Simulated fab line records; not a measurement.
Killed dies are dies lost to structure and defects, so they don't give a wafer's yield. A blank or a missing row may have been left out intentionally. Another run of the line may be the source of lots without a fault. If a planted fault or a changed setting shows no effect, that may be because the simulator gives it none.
The same fault as seen by 2 desks | flow berkeleyCmos170 | only its own numbers are on each desk; what lay behind them is given at the end

## THE METROLOGY DESK
What the gauges read, lot by lot, whatever tool the lot ran on: means of the sampled wafers that have a number. Any lot whose mean is over 4 standard deviations away from the usual mean is out of limits and marked OUT; that distance is given in the brackets.
Columns: A = cdNm at UCB170_ACTIVE_CD_MEAS_90, usual 1199.7 nm; B = SACOX_OXIDE_THK at UCB170_SACOX_THK_MEAS_02, usual 14.39 nm; C = cdNm at UCB170_NSD_CD_MEAS_06, usual 1200.3 nm
lot  | first seen here | A      | B     | C
L831 | day 4 07:14     | 1198.9 | 14.31 | 1201.1
L833 | day 4 13:11     | 1198.7 | 14.19 | 1200.6
L834 | day 4 20:37     | 1198.3 | 14.52 | 1199.9
L836 | day 5 02:46     | 1199.1 | 14.46 | 1200.9
L838 | day 5 19:22     | 1198.7 | 14.35 | 1198.0
L837 | day 5 19:40     | 1201.7 | 14.16 | 1196.6
L841 | day 6 10:25     | 1201.2 | 14.36 | 1198.0
L845 | day 7 01:35     | 1199.3 | 14.29 | 1202.0
L849 | day 7 21:47     | 1202.3 | 14.11 | 1202.3
L850 | day 8 03:44     | 1200.0 | 14.48 | 1202.1
L851 | day 8 12:16     | 1201.9 | 14.59 | 1201.8
L852 | day 8 12:29     | 1197.5 | 14.28 | 1199.7
L853 | day 9 00:11     | 1199.3 | 14.52 | 1201.6
L854 | day 9 07:55     | 1198.3 | 14.49 | 1199.6
Result from this desk: across the 14 lots, nothing is out of limits.

## AT THE TOOL OWNER'S DESK: lithoTrack-01
Per lot that ran on this tool, the mean of the sampled wafers carrying a number, from the tool's own readings at UCB170_NLDD_SOFTBAKE_02 (time 60 s). Any lot whose mean is over 4 standard deviations away from the usual mean is out of limits and marked OUT; that distance is given in the brackets.
Columns: A = resistLineTempC at UCB170_NLDD_SOFTBAKE_02, usual 23.02 C; B = runLengthS at UCB170_NLDD_SOFTBAKE_02, usual 89.31 s
lot  | first seen here | A     | B
L834 | day 7 02:59     | 22.97 | 89.08
L838 | day 8 03:11     | 23.00 | 89.13
L841 | day 8 07:44     | 23.14 | 101.41 (+81) OUT
L845 | day 9 04:54     | 22.94 | 101.28 (+80) OUT
L854 | day 11 16:20    | 23.00 | 89.19
Finding of this desk: L841, L845 out of limits; the first was L841 at day 8 07:44, on runLengthS at UCB170_NLDD_SOFTBAKE_02. L834, L838, L854: within limits.

## BROUGHT TOGETHER
The tool owner's desk had the chance to raise an alarm at day 8 07:44 on L841, L845.
Metrology desk: nothing out of limits seen.
The metrology desk holds a record of L841, L845, inside its limits.
All the named lots went through UCB170_NLDD_SOFTBAKE_02 on lithoTrack-01.

## WHAT THE SIMULATOR HAD PUT IN
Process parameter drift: lithoTrack-01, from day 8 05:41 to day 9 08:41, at UCB170_NLDD_SOFTBAKE_02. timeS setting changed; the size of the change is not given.
Shown lots that were struck: L841, L845.
Each desk's first reading out of limits, in hours after the fault started: the tool owner's desk, 2.
